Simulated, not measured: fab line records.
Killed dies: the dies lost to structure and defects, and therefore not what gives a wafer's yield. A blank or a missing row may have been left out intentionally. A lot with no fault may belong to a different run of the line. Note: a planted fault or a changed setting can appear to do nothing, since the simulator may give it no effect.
Which of the tools did it? :: flow rit_cmos :: 39 wafers from 13 lots sampled at 3 of the route's 202 steps

== WHAT EACH GAUGE READ, for each wafer ==
RIT_NLDD_OVL_MEAS_06. Usual: NLDD_OVL 0.0 nm, standard deviation 1.5.
lot: L488
measured: day 2 22:18
on: overlay-01
NLDD_OVL (nm): 1.1 -0.4 -0.2
flag: 

lot: L489
measured: day 3 03:21
on: overlay-02
NLDD_OVL (nm): -0.8 -0.1 1.8
flag: 

lot: L490
measured: day 3 04:47
on: overlay-02
NLDD_OVL (nm): 0.9 1.4 -0.5
flag: 

lot: L491
measured: day 3 15:56
on: overlay-01
NLDD_OVL (nm): -0.8 1.2 -0.8
flag: 

lot: L492
measured: day 3 22:41
on: overlay-02
NLDD_OVL (nm): 2.9 0.8 0.9
flag: 

lot: L494
measured: day 4 05:43
on: overlay-02
NLDD_OVL (nm): -0.4 0.4 -0.2
flag: 

lot: L493
measured: day 4 05:56
on: overlay-01
NLDD_OVL (nm): 1.5 1.4 1.1
flag: 

lot: L495
measured: day 4 13:31
on: overlay-02
NLDD_OVL (nm): -0.7 1.3 2.9
flag: 

lot: L497
measured: day 4 23:55
on: overlay-02
NLDD_OVL (nm): -0.4 -1.9 -1.9
flag: 

lot: L499
measured: day 5 11:18
on: overlay-02
NLDD_OVL (nm): 0.8 -0.8 -0.7
flag: 

lot: L502
measured: day 5 20:40
on: overlay-01
NLDD_OVL (nm): -0.5 -1.5 -0.2
flag: 

lot: L504
measured: day 6 07:02
on: overlay-01
NLDD_OVL (nm): 2.3 2.1 1.8
flag: 

lot: L509
measured: day 7 11:18
on: overlay-01
NLDD_OVL (nm): -0.8 0.4 2.2
flag: 

RIT_SPACER_THK_MEAS_04. Usual: SPACER_NITRIDE_THK 249.0 nm, standard deviation 2.4.
lot: L488
measured: day 3 02:37
on: film_metro-03
SPACER_NITRIDE_THK (nm): 250.6 249.6 251.7
flag: 

lot: L489
measured: day 3 07:40
on: film_metro-01
SPACER_NITRIDE_THK (nm): 248.7 250.9 249.9
flag: 

lot: L490
measured: day 3 09:35
on: film_metro-01
SPACER_NITRIDE_THK (nm): 249.3 249.0 250.1
flag: 

lot: L491
measured: day 3 21:11
on: film_metro-02
SPACER_NITRIDE_THK (nm): 251.4 251.3 249.8
flag: 

lot: L492
measured: day 4 02:58
on: film_metro-02
SPACER_NITRIDE_THK (nm): 248.5 247.0 248.2
flag: 

lot: L494
measured: day 4 10:18
on: film_metro-02
SPACER_NITRIDE_THK (nm): 252.2 252.8 253.3
flag: 

lot: L493
measured: day 4 10:38
on: film_metro-03
SPACER_NITRIDE_THK (nm): 245.3 243.1 244.2
flag: 

lot: L495
measured: day 4 17:48
on: film_metro-01
SPACER_NITRIDE_THK (nm): 248.5 248.7 248.9
flag: 

lot: L497
measured: day 5 04:19
on: film_metro-01
SPACER_NITRIDE_THK (nm): 250.1 251.3 249.7
flag: 

lot: L499
measured: day 5 15:44
on: film_metro-03
SPACER_NITRIDE_THK (nm): 252.2 253.9 254.4
flag: 

lot: L502
measured: day 6 01:07
on: film_metro-01
SPACER_NITRIDE_THK (nm): 244.3 247.3 245.5
flag: 

lot: L504
measured: day 6 11:20
on: film_metro-01
SPACER_NITRIDE_THK (nm): 247.4 250.6 248.4
flag: 

lot: L509
measured: day 7 15:42
on: film_metro-02
SPACER_NITRIDE_THK (nm): 250.9 249.3 250.8
flag: 

RIT_CONTACT_CD_MEAS_08: target cd 1000 nm. Usual: cd_nm at 999.7 nm, with a standard deviation of 1.8.
lot: L488
measured: day 3 08:28
on: cd_sem-02
cd_nm (nm): 999.5 999.4 999.0
flag: 

lot: L489
measured: day 3 13:22
on: cd_sem-02
cd_nm (nm): 1000.0 1000.6 1000.1
flag: 

lot: L490
measured: day 3 15:27
on: cd_sem-02
cd_nm (nm): 1002.8 999.8 999.9
flag: 

lot: L491
measured: day 4 02:55
on: cd_sem-01
cd_nm (nm): 1000.6 1000.7 998.4
flag: 

lot: L492
measured: day 4 09:01
on: cd_sem-02
cd_nm (nm): 1004.0 1002.7 1002.6
flag: 

lot: L494
measured: day 4 16:17
on: cd_sem-02
cd_nm (nm): 1000.5 996.6 1000.3
flag: 

lot: L493
measured: day 4 16:31
on: cd_sem-02
cd_nm (nm): 999.2 999.8 999.2
flag: 

lot: L495
measured: day 5 00:01
on: cd_sem-01
cd_nm (nm): 1002.2 1002.0 1003.1
flag: 

lot: L497
measured: day 5 10:04
on: cd_sem-02
cd_nm (nm): 999.8 999.7 998.3
flag: 

lot: L499
measured: day 5 21:26
on: cd_sem-01
cd_nm (nm): 998.7 1000.6 998.8
flag: 

lot: L502
measured: day 6 07:11
on: cd_sem-01
cd_nm (nm): 1001.6 999.1 997.9
flag: 

lot: L504
measured: day 6 17:06
on: cd_sem-01
cd_nm (nm): 999.4 999.3 1000.2
flag: 

lot: L509
measured: day 7 21:40
on: cd_sem-01
cd_nm (nm): 999.5 998.8 999.5
flag: 

== WHAT TOOL EACH LOT RAN ON (gives the tool, then ch and the chambers of the sampled wafers, and finally the start) ==
Before these readings, the record contains no process step.

== WHAT THE TOOLS THEMSELVES READ (means of the sampled wafers that have a number; where no wafer has one, the mark that the record gives instead) ==
The record holds no such reading with a usual standard deviation.

== THE ANSWER, worked out from the rows above alone ==
Rule: a lot counts as off when the mean over its wafers that have a number is more than 3 standard deviations away from the usual mean. Also off: a lot with no number at a reading for which 4 or more lots have one. The other lots that the step has rows for count as sound. Order of review: gauges by route order, followed by the tools' own readings, for which a lot's mean as printed above is used. At the first step where some lot is off, the reading lying furthest off is the one used; lots without a number count as furthest.
Nothing can be told from this: no lot is off at any reading shown.

== WHAT THE SIMULATOR HAD PUT IN ==
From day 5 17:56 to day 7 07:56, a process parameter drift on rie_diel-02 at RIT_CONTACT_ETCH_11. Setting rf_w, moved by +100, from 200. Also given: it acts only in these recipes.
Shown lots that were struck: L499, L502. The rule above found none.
